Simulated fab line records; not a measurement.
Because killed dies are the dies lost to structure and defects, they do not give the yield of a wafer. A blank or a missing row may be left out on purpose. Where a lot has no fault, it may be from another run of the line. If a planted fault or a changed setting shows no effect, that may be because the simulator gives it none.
fab line records ; flow ritCmos
record: lots: 14; wafers: 42; lastDay: 7
route steps=202 shown FOX1@22 M1@202
lots untouched by any fault: they come from a run of this same line in which no faults occurred
startH: hours from the record's opening day to when the first of the lot's shown wafers began ; waitH: how many hours have passed since the lot's step before this one ; " identical to the entry in the row above ; L1.1+2: a single row standing in for several wafers ; - no value present, or no start provided ; * or withheld: withheld ; < > ~ a bound
route shown NAME@n: a module of which the file shows steps, and the number in the route of the first ; usual: mean/standard deviation of fault-free wafers ; same: alike in all rows ; chamber/n: place in a boat ; sites: per-site readings ; _std_site: their standard deviation ; _edge_site: mean of outer sites minus mean of inner sites ; radiusMm: for every site, how far away it sits from the centre of the wafer ; mask NAME#n: copy n ; behind: tool/chamber where the wafer was last shaped ; hold: why the lot was held/for how many hours/how that ended ; device: names the non-switching transistor (n, p or np) ; end of line: at the end of the route, the tests of the same wafers ; a step without rows: its recipe alone ; killed: dies that structure and defects cost at the first sort, which is not the same as the wafer's yield ; map: dies across one wafer; x = killed, . = not, _ = none there
set.NAME: the setting the step ran with; set.NAME@STEP: the setting that earlier step ran with ; model.NAME: the simulator's own value behind a step, which no gauge read
route steps across a sampled set of lots; one table per step, one row per wafer
== steps ==
step: RIT_FOX1_WET_ETCH_02
recipe: chemistry: BOE; targetDepthNm: 350; timeS: 390; tempC: 21.5; dry: n2Spin; dilution: 10:1; target: SiO2
usual: bathHeatDutyPct: 1.7/0.43; runLengthS: 419/3.5
lot.wafer;tool;chamber;startH;waitH;bathHeatDutyPct;runLengthS
L601.1;wetBench-04;1;18.47;0.1;2.8;421
L601.5;wetBench-04;1;18.47;0.1;2.3;421
L601.6;wetBench-04;1;18.47;0.1;2.4;421
L602.1;wetBench-02;3;24.50;0.1;1.6;416
L602.2;wetBench-02;3;24.50;0.1;1.4;416
L602.6;wetBench-02;3;24.50;0.1;1.2;416
L603.4;wetBench-02;2;28.92;0.0;0.8;417
L603.5;wetBench-02;2;28.92;0.0;1.5;417
L603.6;wetBench-02;2;28.92;0.0;2.0;417
L605.2;wetBench-02;1;37.63;0.0;1.6;417
L605.4;wetBench-02;1;37.63;0.0;1.4;417
L605.6;wetBench-02;1;37.63;0.0;1.3;417
L607.2;wetBench-04;1;48.43;0.0;2.3;414
L607.4;wetBench-04;1;48.43;0.0;2.0;414
L607.5;wetBench-04;1;48.43;0.0;1.8;414
L609.1;wetBench-04;3;60.09;0.1;2.8;416
L609.5;wetBench-04;3;60.09;0.1;2.6;416
L609.6;wetBench-04;3;60.09;0.1;2.6;416
L610.1;wetBench-02;3;65.71;0.1;1.6;423
L610.2;wetBench-02;3;65.71;0.1;2.3;423
L610.3;wetBench-02;3;65.71;0.1;1.3;423
L612.2;wetBench-04;3;72.41;0.0;2.0;416
L612.4;wetBench-04;3;72.41;0.0;2.0;416
L612.5;wetBench-04;3;72.41;0.0;2.2;416
L613.1;wetBench-04;3;78.80;0.1;1.5;417
L613.2;wetBench-04;3;78.80;0.1;2.1;417
L613.4;wetBench-04;3;78.80;0.1;1.6;417
L619.3;wetBench-04;2;108.60;0.0;-;-
L619.5;wetBench-04;2;108.60;0.0;-;-
L619.6;wetBench-04;2;108.60;0.0;-;-
L620.1;wetBench-02;2;114.40;0.1;-;-
L620.2;wetBench-02;2;114.40;0.1;-;-
L620.4;wetBench-02;2;114.40;0.1;-;-
L621.1;wetBench-02;3;118.22;0.1;1.4;415
L621.2;wetBench-02;3;118.22;0.1;1.6;415
L621.4;wetBench-02;3;118.22;0.1;1.0;415
L623.1;wetBench-03;0;128.18;0.1;1.6;423
L623.2;wetBench-03;0;128.18;0.1;1.5;423
L623.4;wetBench-03;0;128.18;0.1;1.4;423
L624.2;wetBench-02;2;133.85;0.0;1.6;425
L624.3;wetBench-02;2;133.85;0.0;2.2;425
L624.6;wetBench-02;2;133.85;0.0;1.8;425
step: RIT_M1_PROBE_99
usual: killed_at_M0_to_M3: 0.0/0.23; killedAtContacts: 0.1/0.34; killedAtFrontEnd: 6.9/2.8; killedDies: 7.1/2.8; killedOnRim: 1.8/1.3; killedOpen: 3.4/1.9; killedShort: 3.6/1.7
same: grossDies: 264; killed_at_M4_up: 0; killedAtBackSide: 0; killedAtOther: 0
lot.wafer;tool;chamber;startH;waitH;killed_at_M0_to_M3;killedAtContacts;killedAtFrontEnd;killedDies;killedOnRim;killedOpen;killedShort
L601.1;prober-01;-;63.51;0.1;0;0;4;4;0;1;3
L601.5;prober-01;-;63.71;0.2;0;0;14;14;3;4;10
L601.6;prober-01;-;63.76;0.2;0;1;8;9;3;5;4
L602.1;prober-02;-;70.86;0.1;0;0;6;6;2;1;5
L602.2;prober-02;-;70.91;0.1;0;0;11;11;6;6;5
L602.6;prober-02;-;71.11;0.2;0;0;8;8;3;6;2
L603.4;prober-01;-;74.17;0.2;0;0;8;8;3;6;2
L603.5;prober-01;-;74.22;0.2;0;0;11;11;2;6;5
L603.6;prober-01;-;74.27;0.2;0;0;2;2;2;2;0
L605.2;prober-01;-;82.16;0.1;0;0;5;5;2;2;3
L605.4;prober-01;-;82.26;0.2;0;0;6;6;4;4;2
L605.6;prober-01;-;82.36;0.2;0;0;7;7;1;3;4
L607.2;prober-01;-;91.17;0.1;0;0;5;5;1;3;2
L607.4;prober-01;-;91.27;0.2;0;0;10;10;7;3;7
L607.5;prober-01;-;91.32;0.2;0;0;4;4;1;2;2
L609.1;prober-01;-;104.25;0.1;0;0;6;6;1;3;3
L609.5;prober-01;-;104.45;0.2;0;0;6;6;1;3;3
L609.6;prober-01;-;104.50;0.2;0;0;9;9;1;6;3
L610.1;prober-02;-;107.43;0.1;1;0;7;8;1;3;5
L610.2;prober-02;-;107.48;0.1;0;0;7;7;2;4;3
L610.3;prober-02;-;107.53;0.2;0;0;7;7;0;3;4
L612.2;prober-02;-;114.19;0.1;0;0;6;6;0;4;2
L612.4;prober-02;-;114.29;0.2;0;0;4;4;1;4;0
L612.5;prober-02;-;114.34;0.2;0;0;8;8;1;3;5
L613.1;prober-01;-;118.81;0.1;0;0;8;8;2;3;5
L613.2;prober-01;-;118.86;0.1;0;0;8;8;1;3;5
L613.4;prober-01;-;118.96;0.2;0;0;9;9;3;2;7
L619.3;prober-01;-;150.48;0.2;0;0;6;6;2;2;4
L619.5;prober-01;-;150.58;0.2;0;0;1;1;1;1;0
L619.6;prober-01;-;150.63;0.2;0;0;6;6;3;4;2
L620.1;prober-01;-;156.91;0.1;0;0;9;9;3;4;5
L620.2;prober-01;-;156.96;0.1;0;0;6;6;3;4;2
L620.4;prober-01;-;157.06;0.2;0;0;5;5;1;1;4
L621.1;prober-02;-;158.91;0.1;0;0;10;10;1;4;6
L621.2;prober-02;-;158.96;0.1;0;0;9;9;2;4;5
L621.4;prober-02;-;159.06;0.2;0;0;10;10;2;7;3
L623.1;prober-02;-;173.28;0.1;0;0;6;6;0;3;3
L623.2;prober-02;-;173.33;0.1;0;0;5;5;0;1;4
L623.4;prober-02;-;173.43;0.2;0;0;6;6;1;3;3
L624.2;prober-01;-;176.72;0.1;0;0;7;7;1;1;6
L624.3;prober-01;-;176.77;0.2;0;0;8;8;2;4;4
L624.6;prober-01;-;176.92;0.2;0;0;9;9;2;4;5
killed by level:class
L601.1 GATE:geometricParticle:short=1 REOX:geometricParticle:short=1 SPACER:geometricParticle:open=1 SPACER:geometricParticle:short=1
L601.5 GATE:geometricParticle:short=3 SPACER:geometricParticle:short=3 FOX1:geometricParticle:open=2 SILICIDE:geometricParticle:short=2 FOX1:geometricParticle:short=1 GATE:geometricParticle:open=1 REOX:geometricParticle:short=1 SPACER:geometricParticle:open=1
L601.6 FOX1:geometricParticle:short=2 SPACER:geometricParticle:open=2 FOX2:geometricParticle:open=1 FOX2:geometricParticle:short=1 REOX:geometricParticle:open=1 REOX:geometricParticle:short=1 CONTACT:geometricParticle:open=1
L602.1 FOX1:geometricParticle:short=2 SILICIDE:geometricParticle:short=2 FOX1:geometricParticle:open=1 REOX:geometricParticle:short=1
L602.2 REOX:geometricParticle:open=3 GATE:geometricParticle:short=2 GATE:geometricParticle:open=2 SILICIDE:geometricParticle:short=2 FOX2:geometricParticle:open=1 SPACER:geometricParticle:short=1
L602.6 REOX:geometricParticle:open=3 FOX1:geometricParticle:open=1 GATE:geometricParticle:open=1 GATE:geometricParticle:short=1 REOX:geometricParticle:short=1 SILICIDE:geometricParticle:open=1
L603.4 FOX1:geometricParticle:open=2 GATE:geometricParticle:short=2 REOX:geometricParticle:open=2 FOX2:geometricParticle:open=1 GATE:geometricParticle:open=1
L603.5 GATE:geometricParticle:short=3 FOX1:geometricParticle:short=2 REOX:geometricParticle:open=2 FOX1:geometricParticle:open=1 FOX2:geometricParticle:open=1 GATE:geometricParticle:open=1 SILICIDE:geometricParticle:open=1
L603.6 GATE:geometricParticle:open=1 SPACER:geometricParticle:open=1
L605.2 GATE:geometricParticle:short=3 GATE:geometricParticle:open=1 REOX:geometricParticle:open=1
L605.4 GATE:geometricParticle:open=2 FOX2:geometricParticle:short=1 FOX2:geometricParticle:open=1 REOX:geometricParticle:short=1 SILICIDE:geometricParticle:open=1
L605.6 FOX1:geometricParticle:short=2 FOX2:geometricParticle:open=2 GATE:geometricParticle:short=1 SPACER:geometricParticle:short=1 SILICIDE:geometricParticle:open=1
L607.2 SPACER:geometricParticle:open=3 FOX2:geometricParticle:short=1 GATE:geometricParticle:short=1
L607.4 SILICIDE:geometricParticle:short=3 GATE:geometricParticle:open=2 GATE:geometricParticle:short=2 REOX:geometricParticle:short=1 SPACER:geometricParticle:open=1 SPACER:geometricParticle:short=1
L607.5 FOX2:geometricParticle:short=1 FOX2:geometricParticle:open=1 GATE:geometricParticle:open=1 REOX:geometricParticle:short=1
L609.1 FOX1:geometricParticle:open=2 FOX1:geometricParticle:short=1 GATE:geometricParticle:short=1 REOX:geometricParticle:open=1 REOX:geometricParticle:short=1
L609.5 SILICIDE:geometricParticle:short=2 FOX1:geometricParticle:open=1 FOX2:geometricParticle:short=1 GATE:geometricParticle:open=1 SPACER:geometricParticle:open=1
L609.6 GATE:geometricParticle:open=6 FOX2:geometricParticle:short=1 REOX:geometricParticle:short=1 SILICIDE:geometricParticle:short=1
L610.1 GATE:geometricParticle:short=3 FOX1:geometricParticle:open=1 GATE:geometricParticle:open=1 REOX:geometricParticle:short=1 SPACER:geometricParticle:open=1 M1:geometricParticle:short=1
L610.2 REOX:geometricParticle:short=2 FOX1:geometricParticle:short=1 FOX2:geometricParticle:open=1 GATE:geometricParticle:open=1 REOX:geometricParticle:open=1 SILICIDE:geometricParticle:open=1
L610.3 REOX:geometricParticle:open=3 GATE:geometricParticle:short=2 SPACER:geometricParticle:short=1 SILICIDE:geometricParticle:short=1
L612.2 FOX1:geometricParticle:open=1 FOX1:geometricParticle:short=1 GATE:geometricParticle:open=1 SPACER:geometricParticle:open=1 SPACER:geometricParticle:short=1 SILICIDE:geometricParticle:open=1
L612.4 GATE:geometricParticle:open=2 REOX:geometricParticle:open=1 SILICIDE:geometricParticle:open=1
L612.5 SILICIDE:geometricParticle:short=3 GATE:geometricParticle:short=2 GATE:geometricParticle:open=2 REOX:geometricParticle:open=1
L613.1 GATE:geometricParticle:short=3 FOX1:geometricParticle:open=1 FOX1:geometricParticle:short=1 FOX2:geometricParticle:open=1 GATE:geometricParticle:open=1 SILICIDE:geometricParticle:short=1
L613.2 GATE:geometricParticle:short=3 SPACER:geometricParticle:open=2 FOX2:geometricParticle:short=1 GATE:geometricParticle:open=1 SPACER:geometricParticle:short=1
L613.4 SPACER:geometricParticle:short=3 GATE:geometricParticle:short=2 FOX2:geometricParticle:short=1 GATE:geometricParticle:open=1 SPACER:geometricParticle:open=1 SILICIDE:geometricParticle:short=1
L619.3 GATE:geometricParticle:short=2 SILICIDE:geometricParticle:short=2 GATE:geometricParticle:open=1 SILICIDE:geometricParticle:open=1
L619.5 SILICIDE:geometricParticle:open=1
L619.6 FOX1:geometricParticle:open=2 FOX1:geometricParticle:short=1 GATE:geometricParticle:open=1 GATE:geometricParticle:short=1 SPACER:geometricParticle:open=1
L620.1 GATE:geometricParticle:short=4 GATE:geometricParticle:open=3 FOX2:geometricParticle:short=1 SILICIDE:geometricParticle:open=1
L620.2 GATE:geometricParticle:open=2 GATE:geometricParticle:short=2 FOX1:geometricParticle:open=1 REOX:geometricParticle:open=1
L620.4 SILICIDE:geometricParticle:short=2 GATE:geometricParticle:short=1 SPACER:geometricParticle:short=1 SPACER:geometricParticle:open=1
L621.1 GATE:geometricParticle:short=3 GATE:geometricParticle:open=2 FOX1:geometricParticle:open=1 FOX1:geometricParticle:short=1 REOX:geometricParticle:short=1 REOX:geometricParticle:open=1 SILICIDE:geometricParticle:short=1
L621.2 FOX2:geometricParticle:short=3 SILICIDE:geometricParticle:open=2 FOX1:geometricParticle:short=1 FOX1:geometricParticle:open=1 GATE:geometricParticle:short=1 REOX:geometricParticle:open=1
L621.4 GATE:geometricParticle:open=4 SPACER:geometricParticle:open=2 SPACER:geometricParticle:short=2 FOX2:geometricParticle:short=1 REOX:geometricParticle:open=1
L623.1 GATE:geometricParticle:short=3 GATE:geometricParticle:open=1 REOX:geometricParticle:open=1 SPACER:geometricParticle:open=1
L623.2 SILICIDE:geometricParticle:short=2 GATE:geometricParticle:open=1 GATE:geometricParticle:short=1 SPACER:geometricParticle:short=1
L623.4 ACTIVE:geometricParticle:short=1 FOX1:geometricParticle:short=1 REOX:geometricParticle:open=1 SPACER:geometricParticle:short=1 SPACER:geometricParticle:open=1 SILICIDE:geometricParticle:open=1
L624.2 REOX:geometricParticle:short=2 FOX1:geometricParticle:short=1 FOX2:geometricParticle:short=1 GATE:geometricParticle:short=1 GATE:geometricParticle:open=1 SILICIDE:geometricParticle:short=1
L624.3 GATE:geometricParticle:open=2 GATE:geometricParticle:short=2 FOX1:geometricParticle:short=1 FOX2:geometricParticle:open=1 REOX:geometricParticle:open=1 SILICIDE:geometricParticle:short=1
L624.6 FOX2:geometricParticle:open=2 REOX:geometricParticle:short=2 FOX1:geometricParticle:short=1 FOX2:geometricParticle:short=1 GATE:geometricParticle:open=1 GATE:geometricParticle:short=1 REOX:geometricParticle:open=1
== key ==
firstSign: step: RIT_FOX1_WET_ETCH_02; reading: toolRecord; direction: missing
effect none on later readings
metAt RIT_FOX1_WET_ETCH_02
struckLots L619,L620
testerLeftOut L619,L620
onsetBetween 78.80 108.60
fault: kind: skippedStepWhole; tool: wetBench-02,wetBench-04; chamber: -; onsetH: 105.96; steps: RIT_FOX1_WET_ETCH_02; scope: struckLotsOnly
testerLeftOut: of these lots the tester's yield and bins aren't shown, on N5 and GAA mostly nor the transistor test; their killed dies are dies lost to structure and defects alone, not to doping, threshold or leakage, so they don't give the yield
